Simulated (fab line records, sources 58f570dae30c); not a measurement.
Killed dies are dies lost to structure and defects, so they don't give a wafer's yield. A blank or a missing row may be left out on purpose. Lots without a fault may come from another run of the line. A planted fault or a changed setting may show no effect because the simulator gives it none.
Problem report in the 8D (eight disciplines) form, filled by code | flow berkeley_cmos170 | the parts of the form that need people (team, actions taken, sign-off) are left out

1. THE PROBLEM
SPACER_TEOS_THK at UCB170_SPACER_THK_MEAS_01 reads a mean of 349 nm on 3 wafers of 2 lots; wafers without a fault read 377 nm with a standard deviation of 5. That is -5.6 standard deviations from the usual mean.
First seen on wafer L342.3, day 10 21:32, on film_metro-01. The record holds 42 wafers of 14 lots with a number at this step. Rule for "out", or "out of limits": more than 4 standard deviations from the usual mean. The other wafers with a number count as sound.

2. WHAT IT IS AND WHAT IT IS NOT
question                    | is                     | is not
which readings at this step | SPACER_TEOS_THK        | -
which lots                  | L342, L343             | L324, L325, L329, L330, L331, L333, L336, L338, L339, L340, L345, L347
which wafers of those lots  | L342.3, L342.4, L343.2 | L342.2, L343.3, L343.4
read on which gauges        | film_metro-01          | film_metro-02, film_metro-04
when                        | from day 10 21:32      | up to then (31 sound wafers); but 8 sound wafers of L343, L345, L347 came after

3. SUSPECTS, AND WHAT RULES EACH OUT
Counting: a tool at a process step up to the reading stays a suspect if it ran every lot that is out. Sound lots after the first of them don't rule it out here, since some wafers of a struck lot are sound.
- the gauge at UCB170_SPACER_THK_MEAS_01: kept. All the wafers that are out were read on film_metro-01, and no step on other tools shows them out.
- pecvd-02 at UCB170_SPACER_CVD_00 (deposits SiO2 from TEOS/O2, target thk 376 nm, time 47 s): kept. It ran every lot that is out, first L342 (day 10 21:28); its last sound lot up to then is L339 (day 10 16:17).
- Within pecvd-02 at UCB170_SPACER_CVD_00: the wafers that are out ran in chamber 2; their sound lot-mates ran in chambers 0, 1.
Left after counting: pecvd-02 at UCB170_SPACER_CVD_00, film_metro-01 at UCB170_SPACER_THK_MEAS_01.

4. THE CAUSE (what the simulator had put in)
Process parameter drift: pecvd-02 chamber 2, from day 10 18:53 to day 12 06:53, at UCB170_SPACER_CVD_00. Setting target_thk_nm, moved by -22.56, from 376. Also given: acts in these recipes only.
Counting left 2 suspects, and this tool is among them.

5. THE CHAIN OF EFFECTS, in route order
Each row: a reading whose mean over the struck wafers that have a number lies more than 3 standard deviations from the usual. Only readings for which the record gives a usual standard deviation are gone through. hours: the time from each lot's start at the first step in this table that gives one to its start at this step, as a median over the lots. sigmas: the change in usual standard deviations.
hours | step                      | reading         | usual  | on struck wafers | change | sigmas
0     | UCB170_SPACER_THK_MEAS_01 | SPACER_TEOS_THK | 377 nm | 349              | -28    | -5.6
Later measuring or inspecting steps at which every struck wafer that the step has a row for has a number for every such reading, and none has moved that far: UCB170_NSD_OVL_MEAS_07.

6. WHAT WOULD HAVE CAUGHT IT SOONER
In this record the first reading out of limits at a measuring or inspecting step was taken at day 10 21:32, 3 hours after the fault began at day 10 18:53.
Of the tool readings at UCB170_SPACER_CVD_00 for which the record gives a usual standard deviation, none was out on any struck wafer, so an alarm limit of 4 standard deviations on them would not have fired.
Of the lots that are out (2), L343 began UCB170_SPACER_CVD_00 on pecvd-02 after day 10 21:32. A hold on the tool at that time would have spared it.
